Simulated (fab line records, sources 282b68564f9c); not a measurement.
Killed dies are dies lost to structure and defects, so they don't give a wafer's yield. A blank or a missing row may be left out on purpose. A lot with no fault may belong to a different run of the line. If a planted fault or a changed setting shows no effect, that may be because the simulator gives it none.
A struck lot beside a sound one ; flow rit-cmos ; 17 out of 202 route steps
Sound: the wafers L848.1, L848.4, L848.5. Struck: wafer L855.5 (left out: L855.1, L855.4 of the same lot, which were not struck); the cause appears at the end.
Order at every step that has rows: each side's tool, ch and its chambers, its first start. Under that, the readings that differ: sound wafers ; struck wafers ; difference of the means ; sigmas: that difference in standard deviations of wafers without a fault.
alike: words and numbers the same on both sides, and readings whose means are apart by under 2 such deviations; not compared: readings that were withheld, readings missing a value for some wafer, numbers with overlapping values and no deviation given by the record, and bounds like >300 which may hide the same value.
The two part at a step that has a row with sigmas, a row that says differs or no value, or rows on one side only. When numbers do not overlap yet have no deviation, they are printed without sigmas and do not part them. Lack of a reading on every wafer of one side parts them only where that side has two or more wafers.

first, 1 step without rows for these wafers: RIT_PSD_IMPLANT_08.
RIT_PSD_STRIP_09: strips in O2, time 180 s.
  sound on plasma-asher-02 ch 0,1, day 4 05:23; struck on plasma-asher-04 ch 1, day 5 15:18
reading;sound;struck;difference;sigmas
chamber-pressure-mTorr (mTorr);4002 4004 3991;4009;+10;+3
  alike: drypump-motor-current-A
  not compared: rf-hours-counter-h
RIT_PSD_TW_MEAS_10:
  sound on film-metro-02, day 4 05:34; struck on film-metro-03, day 5 15:29
reading;sound;struck;difference;sigmas
PSD_TW;3413 3401 3436;3477;+60;+2
then, 3 steps without rows for these wafers: RIT_SDANNEAL_CLEAN_00 (cleans in SC1, time 600 s); RIT_SDANNEAL_CLEAN_01 (cleans in dHF, time 30 s); RIT_SDANNEAL_CLEAN_02 (cleans in SC2, time 600 s).
RIT_SDANNEAL_RTA_03: time 5 s.
  sound on rtp-anneal-01 ch 0, day 4 06:01; struck on rtp-anneal-02 ch 0, day 5 15:55
  alike: wafer_temp_C_max
RIT_SDANNEAL_RS_MEAS_04: the measuring method here is four-point-probe.
  sound on film-metro-02, day 4 06:04; struck on film-metro-03, day 5 15:59
  alike: PSD_RS
RIT_SDANNEAL_RS_MEAS_05: the measuring method here is four-point-probe.
  sound on film-metro-02, day 4 06:11; struck on film-metro-03, day 5 16:06
  alike: NSD_RS
RIT_SDANNEAL_RS_MEAS_06: the measuring method here is four-point-probe.
  sound on film-metro-02, day 4 06:19; struck on film-metro-03, day 5 16:13
  alike: PLDD_RS
RIT_SDANNEAL_RS_MEAS_07: the measuring method here is four-point-probe.
  sound on film-metro-02, day 4 06:26; struck on film-metro-03, day 5 16:20
  alike: NLDD_RS
then, 1 step without rows for these wafers: RIT_SILICIDE_WET_ETCH_00 (etches SiO2 in BOE, target depth 14 nm, time 15 s).
RIT_SILICIDE_SPUTTER_01: material Ti, target thk 30 nm, time 240 s.
  sound on pvd-sputter-04, day 4 06:34; struck on pvd-sputter-04, day 5 16:29
reading;sound;struck;difference;sigmas
chamber-pressure-pa (Pa);0.6664 0.6660 0.6661;0.5781;-0.0881;-68
throttle-valve-pct (%);29.5 30.3 30.2;33.0;+3.0;+3
model.Ti_of_SILICIDE_SPUTTER_01.thk-nm (nm);29.96 29.79 29.88;31.01;+1.13;
RIT_SILICIDE_RS_MEAS_02: the measuring method here is four-point-probe.
  sound on film-metro-01, day 4 06:43; struck on film-metro-01, day 5 16:55
reading;sound;struck;difference;sigmas
SILICIDE_TI_RS (ohm/sq);48.1 48.5 48.2;36.5;-11.8;-18
  not compared: hold
RIT_SILICIDE_THK_MEAS_03: measures by xrf.
  sound on film-metro-01, day 4 06:50; struck on film-metro-01, day 5 18:01
reading;sound;struck;difference;sigmas
hold;- - -;await-dispo/1.0h/release;no value on the sound wafers;
SILICIDE_TI_THK (nm);30.0 29.8 29.9;31.1;+1.2;+3
RIT_SILICIDE_RTA_04: time 10 s, ramp up 5 s, ramp down 5 s.
  sound on rtp-anneal-02 ch 0, day 4 06:54; struck on rtp-anneal-01 ch 0, day 5 18:05
  alike: wafer_temp_C_max
RIT_M1_PROBE_99:
  sound on prober-02, day 4 13:40; struck on prober-01, day 6 01:57
  alike: killed-at-contacts, killed-at-front-end, killed-dies, killed-open, killed-short

== WHERE THEY PART ==
Earliest at RIT_PSD_STRIP_09; latest, in this record, at RIT_SILICIDE_THK_MEAS_03. Later steps at which nothing parts them and some readings are alike: RIT_SILICIDE_RTA_04, RIT_M1_PROBE_99.

WHY: what the simulator had put in
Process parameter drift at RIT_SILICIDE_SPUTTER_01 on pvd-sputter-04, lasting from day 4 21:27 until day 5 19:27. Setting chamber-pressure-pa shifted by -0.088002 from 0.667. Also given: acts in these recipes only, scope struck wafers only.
